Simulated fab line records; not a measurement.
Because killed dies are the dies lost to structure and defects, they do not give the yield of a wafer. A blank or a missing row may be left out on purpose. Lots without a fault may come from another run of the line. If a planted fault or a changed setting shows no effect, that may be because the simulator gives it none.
What tool caused it? || flow ritCmos || 21 wafers from 7 lots sampled at 3 of the route's 202 steps

## WHAT EACH GAUGE READ, for each wafer
RIT_NSD_TW_MEAS_10.
{"lot": "L633", "measured": "day 3 06:37", "on": "filmMetro-02", "NSD_TW": "3093 3085 3091"}
{"lot": "L635", "measured": "day 3 14:42", "on": "filmMetro-04", "NSD_TW": "3101 3083 3108"}
{"lot": "L639", "measured": "day 4 09:57", "on": "filmMetro-04", "NSD_TW": "3114 3111 3118"}
{"lot": "L643", "measured": "day 5 07:26", "on": "filmMetro-02", "NSD_TW": "3059 3066 3077"}
{"lot": "L649", "measured": "day 6 13:25", "on": "filmMetro-02", "NSD_TW": "2796 2788 2805"}
{"lot": "L653", "measured": "day 7 08:08", "on": "filmMetro-03", "NSD_TW": "3122 3122 3125"}
{"lot": "L655", "measured": "day 7 17:40", "on": "filmMetro-03", "NSD_TW": "3132 3126 3118"}

## WHAT TOOL EACH LOT RAN ON (gives the tool, then ch and the chambers of the sampled wafers, and finally the start)
{"lot": "L633", "RIT_NSD_IMPLANT_08": "implanter-01 ch 0, day 3 06:19", "RIT_NSD_STRIP_09": "plasmaAsher-03 ch 0,1, day 3 06:26"}
{"lot": "L635", "RIT_NSD_IMPLANT_08": "implanter-02 ch 0, day 3 14:22", "RIT_NSD_STRIP_09": "plasmaAsher-04 ch 0,1, day 3 14:31"}
{"lot": "L639", "RIT_NSD_IMPLANT_08": "implanter-01 ch 0, day 4 09:38", "RIT_NSD_STRIP_09": "plasmaAsher-03 ch 1, day 4 09:47"}
{"lot": "L643", "RIT_NSD_IMPLANT_08": "implanter-02 ch 0, day 5 07:06", "RIT_NSD_STRIP_09": "plasmaAsher-03 ch 0,1, day 5 07:15"}
{"lot": "L649", "RIT_NSD_IMPLANT_08": "implanter-01 ch 0, day 6 13:07", "RIT_NSD_STRIP_09": "plasmaAsher-02 ch 1, day 6 13:14"}
{"lot": "L653", "RIT_NSD_IMPLANT_08": "implanter-02 ch 0, day 7 07:49", "RIT_NSD_STRIP_09": "plasmaAsher-04 ch 0,1, day 7 07:58"}
{"lot": "L655", "RIT_NSD_IMPLANT_08": "implanter-04 ch 0, day 7 17:20", "RIT_NSD_STRIP_09": "plasmaAsher-02 ch 0,1, day 7 17:29"}
- RIT_NSD_IMPLANT_08
- RIT_NSD_STRIP_09: strips in O2, time 180 s.

## THE ANSWER, worked out from the rows above alone
Rule: the lots themselves supply what counts as usual. The widest of any qualifying gaps counts: lots, ordered by their means at a reading, are off when they make up no more than a third of the lots, leave a main group of 4 or more, and stand apart from it by 3 or more times the standard deviation of that group's means. The tables above print the reading to a certain number of digits; a main group whose means all agree to those digits is not used. A lot without any number at a reading at which 4 lots or more have one is off too. All remaining lots with rows at the step are treated as sound.
Off: L649, seen at RIT_NSD_TW_MEAS_10 (NSD_TW). For the main group the mean is 3103 and the standard deviation 20.
If a tool, at a process step before that reading, ran all the lots that are off and no sound lot after the first of them, it fits. The gauges at RIT_NSD_TW_MEAS_10 are tried like those tools. Can't be told from this: 2 tools fit, implanter-01 at RIT_NSD_IMPLANT_08, filmMetro-02 at RIT_NSD_TW_MEAS_10.

## WHAT THE SIMULATOR PUT IN
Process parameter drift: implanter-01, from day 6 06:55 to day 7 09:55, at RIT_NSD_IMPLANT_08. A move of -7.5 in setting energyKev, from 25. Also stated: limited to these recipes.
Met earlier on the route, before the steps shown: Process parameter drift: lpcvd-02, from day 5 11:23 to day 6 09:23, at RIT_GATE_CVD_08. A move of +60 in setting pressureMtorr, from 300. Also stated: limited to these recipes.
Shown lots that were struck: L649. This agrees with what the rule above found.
